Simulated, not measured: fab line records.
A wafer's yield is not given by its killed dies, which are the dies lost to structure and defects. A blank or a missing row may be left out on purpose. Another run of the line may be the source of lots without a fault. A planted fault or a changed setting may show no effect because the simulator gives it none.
Tool commonality check | flow berkeleyCmos170 | Sampled: 14 lots, 42 wafers

REASON FOR OPENING
UCB170_M2_RS_MEAS_02, reading M2_AL_RS: flagged on 2 of 14 lots. Wafers without a fault read 0.0322 ohm/sq, standard deviation 0.00036.
Rule: a lot gets a flag if all its wafers with a number sit over 4 standard deviations from that mean, or if no wafer of it has a number. The rest of the lots are taken to be sound.

lot  | measured     | on           | M2_AL_RS (ohm/sq), wafer by wafer | flag
L715 | day 8 02:06  | filmMetro-03 | 0.0326 0.0328 0.0323              | 
L716 | day 8 06:31  | filmMetro-03 | 0.0322 0.0321 0.0319              | 
L717 | day 8 14:00  | filmMetro-04 | 0.0327 0.0328 0.0330              | 
L719 | day 8 16:26  | filmMetro-02 | 0.0316 0.0320 0.0320              | 
L723 | day 9 01:38  | filmMetro-03 | 0.0326 0.0325 0.0323              | 
L722 | day 9 01:46  | filmMetro-04 | 0.0320 0.0320 0.0324              | 
L721 | day 9 02:00  | filmMetro-03 | 0.0317 0.0314 0.0318              | 
L724 | day 9 14:36  | filmMetro-03 | 0.0321 0.0319 0.0319              | 
L726 | day 10 06:55 | filmMetro-03 | 0.0318 0.0322 0.0324              | 
L728 | day 10 07:10 | filmMetro-04 | 0.1174 0.1190 0.1174              | FLAGGED
L727 | day 10 07:24 | filmMetro-02 | 0.0322 0.0324 0.0323              | 
L730 | day 10 13:12 | filmMetro-03 | 0.1169 0.1157 0.1130              | FLAGGED
L735 | day 11 17:25 | filmMetro-02 | 0.0323 0.0323 0.0325              | 
L734 | day 11 18:26 | filmMetro-02 | 0.0321 0.0321 0.0321              | 
Flagged lots average 0.1166 ohm/sq: +0.0844 ohm/sq relative to the usual, that is +99 or more standard deviations.

WHICH TOOL EACH LOT WENT THROUGH
2 process steps preceding the reading are held in the record, out of 331 steps in the route. In each cell: the tool, then ch and the chambers that the sampled wafers went through, then the start.
lot  | flag    | UCB170_M1_STRIP_13                  | UCB170_M2_SPUTTER_01
L715 |         | plasmaAsher-04 ch 0,1, day 7 19:49  | pvdSputter-04, day 8 02:01
L716 |         | plasmaAsher-02 ch 0,1, day 7 23:44  | pvdSputter-04, day 8 06:23
L717 |         | plasmaAsher-03 ch 1, day 8 07:16    | pvdSputter-04, day 8 13:54
L719 |         | plasmaAsher-04 ch 0,1, day 8 09:54  | pvdSputter-02, day 8 16:21
L723 |         | plasmaAsher-02 ch 0,1, day 8 17:04  | pvdSputter-04, day 9 01:33
L722 |         | plasmaAsher-04 ch 0,1, day 8 18:02  | pvdSputter-02, day 9 01:40
L721 |         | plasmaAsher-02 ch 0,1, day 8 18:11  | pvdSputter-01, day 9 01:55
L724 |         | plasmaAsher-04 ch 1, day 9 06:25    | pvdSputter-01, day 9 14:31
L726 |         | plasmaAsher-04 ch 0,1, day 9 23:22  | pvdSputter-02, day 10 06:50
L728 | FLAGGED | plasmaAsher-02 ch 0,1, day 10 00:09 | pvdSputter-04, day 10 07:05
L727 |         | plasmaAsher-03 ch 0,1, day 9 23:55  | pvdSputter-01, day 10 07:19
L730 | FLAGGED | plasmaAsher-04 ch 0,1, day 10 05:24 | pvdSputter-04, day 10 13:07
L735 |         | plasmaAsher-03 ch 0,1, day 11 08:54 | pvdSputter-02, day 11 17:19
L734 |         | plasmaAsher-02 ch 0,1, day 11 09:13 | pvdSputter-01, day 11 18:19
What these steps do:
- UCB170_M1_STRIP_13: strips in O2.
- UCB170_M2_SPUTTER_01: material Al, target thk 900 nm, time 120 s.
- UCB170_M2_RS_MEAS_02: measures by four-point-probe.

FLAGGED OVER TOTAL, TOOL BY TOOL (the gauges that took the reading come last)
step                 | tool           | lots run | flagged | share of the flagged lots | sound lots run after its first flagged lot
UCB170_M1_STRIP_13   | plasmaAsher-02 | 5        | 1       | some                      | 1 (L734)
UCB170_M1_STRIP_13   | plasmaAsher-03 | 3        | 0       | none                      | -
UCB170_M1_STRIP_13   | plasmaAsher-04 | 6        | 1       | some                      | 0
UCB170_M2_SPUTTER_01 | pvdSputter-01  | 4        | 0       | none                      | -
UCB170_M2_SPUTTER_01 | pvdSputter-02  | 4        | 0       | none                      | -
UCB170_M2_SPUTTER_01 | pvdSputter-04  | 6        | 2       | all                       | 0
UCB170_M2_RS_MEAS_02 | filmMetro-02   | 4        | 0       | none                      | -
UCB170_M2_RS_MEAS_02 | filmMetro-03   | 7        | 1       | some                      | 0
UCB170_M2_RS_MEAS_02 | filmMetro-04   | 3        | 1       | some                      | 0

THE TABLE: WHAT IT ALLOWS
In the table, 1 row covers all flagged lots: pvdSputter-04 at UCB170_M2_SPUTTER_01.
- pvdSputter-04 at UCB170_M2_SPUTTER_01: 2 of its 6 lots flagged. It ran its last sound lot, L723, at day 9 01:33 and its first flagged lot, L728, at day 10 07:05: a fault with its onset between the two fits.
Just one tool remains: pvdSputter-04 at UCB170_M2_SPUTTER_01.

WHAT THE SIMULATOR PUT IN
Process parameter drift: pvdSputter-04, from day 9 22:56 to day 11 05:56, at UCB170_M2_SPUTTER_01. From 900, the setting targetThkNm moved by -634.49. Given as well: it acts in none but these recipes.
Struck lots among those shown: L728, L730. The same result came from the rule above.
